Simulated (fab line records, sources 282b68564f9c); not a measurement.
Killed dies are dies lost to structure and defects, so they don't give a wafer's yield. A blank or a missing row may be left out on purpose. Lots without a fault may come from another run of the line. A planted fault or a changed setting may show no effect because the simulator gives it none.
A struck lot beside a sound one | flow rit_cmos | 23 steps out of a route of 202
Sound: wafers L590.2, L590.3, L590.4. Struck: wafers L605.3, L605.4, L605.5. The cause comes at the end.
At each step with rows: each side's tool, then ch and its chambers, then its first start. Under that, the readings that differ: sound wafers | struck wafers | difference of the means | sigmas: that difference in standard deviations of wafers without a fault.
alike: readings whose means differ by less than 2 such deviations, and words and numbers that are the same on both sides. not compared: withheld readings, readings that some wafer has no value for, bounds like >300 that may hide the same value, and numbers for which the record gives no deviation and whose values overlap.
The two part at a step that has a row with sigmas, a row that says differs or no value, or rows on one side only. Numbers that don't overlap but have no deviation are shown without sigmas and don't part them. A reading that every wafer of one side lacks parts them only if that side has two wafers or more.

RIT_CONTACT_CD_MEAS_08: target cd 1000 nm.
  sound on cd_sem-01, day 3 20:17; struck on cd_sem-02, day 7 03:09
  alike: cd_nm
RIT_CONTACT_OVL_MEAS_09:
  sound on overlay-01, day 3 20:24; struck on overlay-01, day 7 03:15
  alike: CONTACT_OVL
then, 1 step without rows for these wafers: RIT_CONTACT_HARDBAKE_10 (time 60 s).
RIT_CONTACT_ETCH_11: etches SiO2 in CHF3/CF4/Ar, stops on TiSi2, target depth 480 nm, time 320 s.
  sound on rie_diel-01 ch 1,2,3, day 3 20:35; struck on rie_diel-01 ch 0,1,2, day 7 03:25
  alike: CHF3_flow_sccm, chamber_pressure_mTorr, drypump_motor_current_A, oes_product_au, rf_fwd_power_W, throttle_valve_pct
  not compared: rf_hours_counter_h
RIT_CONTACT_STRIP_12: strips in O2, time 180 s.
  sound on plasma_asher-03 ch 0,1, day 3 20:47; struck on plasma_asher-03 ch 0,1, day 7 03:40
  alike: chamber_pressure_mTorr, drypump_motor_current_A
  not compared: rf_hours_counter_h
RIT_CONTACT_CD_MEAS_90: target cd 1000 nm.
  sound on cd_sem-01, day 3 20:58; struck on cd_sem-02, day 7 03:50
  alike: cd_nm
then, 2 steps without rows for these wafers: RIT_CONTACT_CLEAN_13 (cleans in SC1, time 600 s); RIT_CONTACT_CLEAN_14 (cleans in SC2, time 600 s).
RIT_M1_SPUTTER_00: material Al, target thk 400 nm, time 500 s.
  sound on pvd_sputter-04, day 3 21:25; struck on pvd_sputter-04, day 7 04:26
  alike: throttle_valve_pct
RIT_M1_RS_MEAS_01: measures by four-point-probe.
  sound on film_metro-04, day 3 21:44; struck on film_metro-04, day 7 04:46
  alike: M1_AL_RS
RIT_M1_THK_MEAS_02: measures by xrf.
  sound on film_metro-04, day 3 21:50; struck on film_metro-04, day 7 04:52
  alike: M1_AL_THK
then, 1 step without rows for these wafers: RIT_M1_HMDS_03 (prime time 60 s).
RIT_M1_COAT_04: resist thk 1300 nm.
  sound on litho_track-02 ch 0, day 3 22:04; struck on litho_track-03 ch 0, day 7 05:07
  reading                                 | sound                | struck               | difference | sigmas
  spin_speed_rpm (rpm)                    | 1999.3 2001.2 2000.5 | 1713.1 1713.5 1713.4 | -287.0     | -99 or more
  model.NOVOLAK_of_M1_COAT_04.thk_nm (nm) | 1298 1295 1300       | 1402 1398 1402       | +103       |
then, 4 steps without rows for these wafers: RIT_M1_SOFTBAKE_05 (time 60 s); RIT_M1_EXPOSE_06 (exposes mask M12, target cd 2600 nm); RIT_M1_PEB_07; RIT_M1_DEVELOP_08 (develop time 68 s).
RIT_M1_CD_MEAS_09: target cd 2600 nm.
  sound on cd_sem-01, day 3 22:55; struck on cd_sem-01, day 7 05:57
  reading    | sound                | struck               | difference | sigmas
  cd_nm (nm) | 2600.4 2600.3 2599.4 | 2608.1 2606.8 2608.7 | +7.8       | +3
RIT_M1_OVL_MEAS_10:
  sound on overlay-01, day 3 23:02; struck on overlay-02, day 7 06:03
  alike: M1_OVL
then, 1 step without rows for these wafers: RIT_M1_HARDBAKE_11 (time 120 s).
RIT_M1_METAL_ETCH_12: etches Al in Cl2/BCl3, stops on SiO2, time 165 s, target depth 600 nm.
  sound on rie_metal-03 ch 0,1, day 3 23:19; struck on rie_metal-02 ch 0,1, day 7 06:22
  reading                                 | sound             | struck            | difference | sigmas
  model.NOVOLAK_of_M1_COAT_04.thk_nm (nm) | 791.7 793.7 795.6 | 897.3 875.7 876.1 | +89.4      |
  alike: chamber_pressure_mTorr, drypump_motor_current_A, oes_product_au, rf_fwd_power_W, throttle_valve_pct
  not compared: rf_hours_counter_h
then, 1 step without rows for these wafers: RIT_M1_STRIP_13 (strips in nmp, time 600 s).
RIT_M1_PROBE_99:
  sound on prober-01, day 4 02:19; struck on prober-02, day 7 08:40
  alike: defect_limited_yield, killed_at_M0_to_M3, killed_at_front_end, killed_dies, killed_on_rim, killed_open, killed_short, sort_bin_3_pad_short, sort_bin_5_function, sort_bin_6_memory, sort_n_pass, sort_yield_pct

WHERE THEY PART
First at RIT_M1_COAT_04; last, within this record, at RIT_M1_CD_MEAS_09. Later steps at which nothing parts them and some readings are alike: RIT_M1_OVL_MEAS_10, RIT_M1_METAL_ETCH_12, RIT_M1_PROBE_99.

WHY: what the simulator had put in
Process parameter drift: litho_track-03, from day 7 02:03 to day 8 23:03, at RIT_M1_COAT_04. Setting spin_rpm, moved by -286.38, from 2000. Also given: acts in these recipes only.
